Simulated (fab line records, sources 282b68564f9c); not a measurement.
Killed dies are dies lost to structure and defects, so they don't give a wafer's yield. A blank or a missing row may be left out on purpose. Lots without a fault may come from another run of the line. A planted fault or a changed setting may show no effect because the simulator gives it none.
A struck lot beside a sound one | flow rit_cmos | 43 steps out of a route of 202
Sound: wafers L677.2, L677.4, L677.6. Struck: wafer L691.2. (L691.4, L691.5 of the same lot were not struck and are left out.) The cause comes at the end.
At each step with rows: each side's tool, then ch and its chambers, then its first start. Under that, the readings that differ: sound wafers | struck wafers | difference of the means | sigmas: that difference in standard deviations of wafers without a fault.
alike: readings whose means differ by less than 2 such deviations, and words and numbers that are the same on both sides. not compared: withheld readings, readings that some wafer has no value for, bounds like >300 that may hide the same value, and numbers for which the record gives no deviation and whose values overlap.
The two part at a step that has a row with sigmas, a row that says differs or no value, or rows on one side only. Numbers that don't overlap but have no deviation are shown without sigmas and don't part them. A reading that every wafer of one side lacks parts them only if that side has two wafers or more.

first, 2 steps without rows for these wafers: RIT_PLDD_PEB_04; RIT_PLDD_DEVELOP_05 (develop time 50 s).
RIT_PLDD_OVL_MEAS_06:
  sound on overlay-02, day 4 02:53; struck on overlay-01, day 6 14:24
  alike: PLDD_OVL
then, 2 steps without rows for these wafers: RIT_PLDD_HARDBAKE_07 (time 60 s); RIT_PLDD_IMPLANT_08.
RIT_PLDD_STRIP_09: strips in O2, time 180 s.
  sound on plasma_asher-02 ch 0,1, day 4 03:13; struck on plasma_asher-01 ch 1, day 6 14:44
  alike: drypump_motor_current_A
  not compared: rf_hours_counter_h
RIT_PLDD_TW_MEAS_10:
  sound on film_metro-03, day 4 03:24; struck on film_metro-01, day 6 14:55
  alike: PLDD_TW
then, 4 steps without rows for these wafers: RIT_SPACER_CLEAN_00 (cleans in SC1, time 600 s); RIT_SPACER_CLEAN_01 (cleans in dHF, time 30 s); RIT_SPACER_CLEAN_02 (cleans in SC2, time 600 s); RIT_SPACER_CVD_03 (deposits Si3N4 from SiH2Cl2/NH3, target thk 250 nm, time 3300 s).
RIT_SPACER_THK_MEAS_04:
  sound on film_metro-04, day 4 05:45; struck on film_metro-02, day 6 17:16
  alike: SPACER_NITRIDE_THK
RIT_SPACER_ETCHBACK_05: etches Si3N4 in SF6/CHF3, stops on SiO2, target depth 250 nm, time 240 s.
  sound on rie_diel-02 ch 1,3, day 4 05:48; struck on rie_diel-02 ch 3, day 6 17:19
  reading                                  | sound             | struck | difference | sigmas
  oes_product_au (a.u.)                    | 0.876 0.874 0.864 | 0.757  | -0.114     | -11
  run_length_s (s)                         | 267.9 268.4 267.9 | 310.9  | +42.8      | +97
  model.poly-Si_of_GATE_CVD_08.thk_nm (nm) | 166.6 162.9 167.9 | 152.1  | -13.7      |
  model.Si3N4_of_SPACER_CVD_03.thk_nm (nm) | 200.8 199 200.4   | 184.2  | -15.9      |
  alike: SF6_flow_sccm, drypump_motor_current_A, throttle_valve_pct
  not compared: rf_hours_counter_h
then, 6 steps without rows for these wafers: RIT_NSD_HMDS_00 (prime time 60 s); RIT_NSD_COAT_01 (resist thk 1000 nm); RIT_NSD_SOFTBAKE_02 (time 60 s); RIT_NSD_EXPOSE_03 (exposes mask M9, target cd 40700 nm); RIT_NSD_PEB_04; RIT_NSD_DEVELOP_05 (develop time 50 s).
RIT_NSD_OVL_MEAS_06:
  sound on overlay-01, day 4 06:56; struck on overlay-01, day 6 18:20
  alike: NSD_OVL
then, 2 steps without rows for these wafers: RIT_NSD_HARDBAKE_07 (time 60 s); RIT_NSD_IMPLANT_08.
RIT_NSD_STRIP_09: strips in O2, time 180 s.
  sound on plasma_asher-01 ch 0,1, day 4 07:16; struck on plasma_asher-03 ch 0, day 6 18:40
  alike: drypump_motor_current_A
  not compared: rf_hours_counter_h
RIT_NSD_TW_MEAS_10:
  sound on film_metro-03, day 4 07:27; struck on film_metro-01, day 6 18:50
  alike: NSD_TW
then, 6 steps without rows for these wafers: RIT_PSD_HMDS_00 (prime time 60 s); RIT_PSD_COAT_01 (resist thk 1000 nm); RIT_PSD_SOFTBAKE_02 (time 60 s); RIT_PSD_EXPOSE_03 (exposes mask M10, target cd 40900 nm); RIT_PSD_PEB_04; RIT_PSD_DEVELOP_05 (develop time 50 s).
RIT_PSD_OVL_MEAS_06:
  sound on overlay-01, day 4 08:31; struck on overlay-01, day 6 19:45
  reading      | sound       | struck | difference | sigmas
  PSD_OVL (nm) | 1.9 1.4 0.5 | 4.5    | +3.2       | +3
then, 2 steps without rows for these wafers: RIT_PSD_HARDBAKE_07 (time 60 s); RIT_PSD_IMPLANT_08.
RIT_PSD_STRIP_09: strips in O2, time 180 s.
  sound on plasma_asher-04 ch 0,1, day 4 08:51; struck on plasma_asher-03 ch 1, day 6 20:05
  alike: drypump_motor_current_A
  not compared: rf_hours_counter_h
RIT_PSD_TW_MEAS_10:
  sound on film_metro-03, day 4 09:02; struck on film_metro-01, day 6 20:16
  alike: PSD_TW
then, 2 steps without rows for these wafers: RIT_SDANNEAL_CLEAN_00 (cleans in SC1, time 600 s); RIT_SDANNEAL_CLEAN_01 (cleans in dHF, time 30 s).
RIT_SDANNEAL_CLEAN_02: cleans in SC2, time 600 s.
  sound on wet_bench-03 ch 0, day 4 09:17; struck on wet_bench-04 ch 1, day 6 20:31
  reading                                  | sound             | struck | difference | sigmas
  model.poly-Si_of_GATE_CVD_08.thk_nm (nm) | 162.3 158.6 163.5 | 147.9  | -13.6      |
RIT_SDANNEAL_RTA_03: time 5 s.
  sound on rtp_anneal-02 ch 0, day 4 09:28; struck on rtp_anneal-02 ch 0, day 6 20:41
  alike: wafer_temp_C_max
RIT_SDANNEAL_RS_MEAS_04: measures by four-point-probe.
  sound on film_metro-01, day 4 09:32; struck on film_metro-03, day 6 20:46
  alike: PSD_RS
RIT_SDANNEAL_RS_MEAS_05: measures by four-point-probe.
  sound on film_metro-01, day 4 09:39; struck on film_metro-03, day 6 20:53
  alike: NSD_RS
RIT_SDANNEAL_RS_MEAS_06: measures by four-point-probe.
  sound on film_metro-01, day 4 09:46; struck on film_metro-03, day 6 21:00
  reading          | sound             | struck | difference | sigmas
  PLDD_RS (ohm/sq) | 177.0 177.1 177.4 | 178.1  | +0.9       | +2
RIT_SILICIDE_WET_ETCH_00: etches SiO2 in BOE, target depth 14 nm, time 15 s.
  sound on wet_bench-01 ch 2, day 4 09:59; struck on wet_bench-03 ch 3, day 6 21:13
  reading                                  | sound             | struck | difference | sigmas
  model.Si3N4_of_SPACER_CVD_03.thk_nm (nm) | 199.7 197.9 199.2 | 183.1  | -15.8      |

WHERE THEY PART
First at RIT_SPACER_ETCHBACK_05; last, within this record, at RIT_SDANNEAL_RS_MEAS_06.

WHY: what the simulator had put in
Process parameter drift: rie_diel-02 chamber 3, from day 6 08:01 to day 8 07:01, at RIT_SPACER_ETCHBACK_05. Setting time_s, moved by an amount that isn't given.
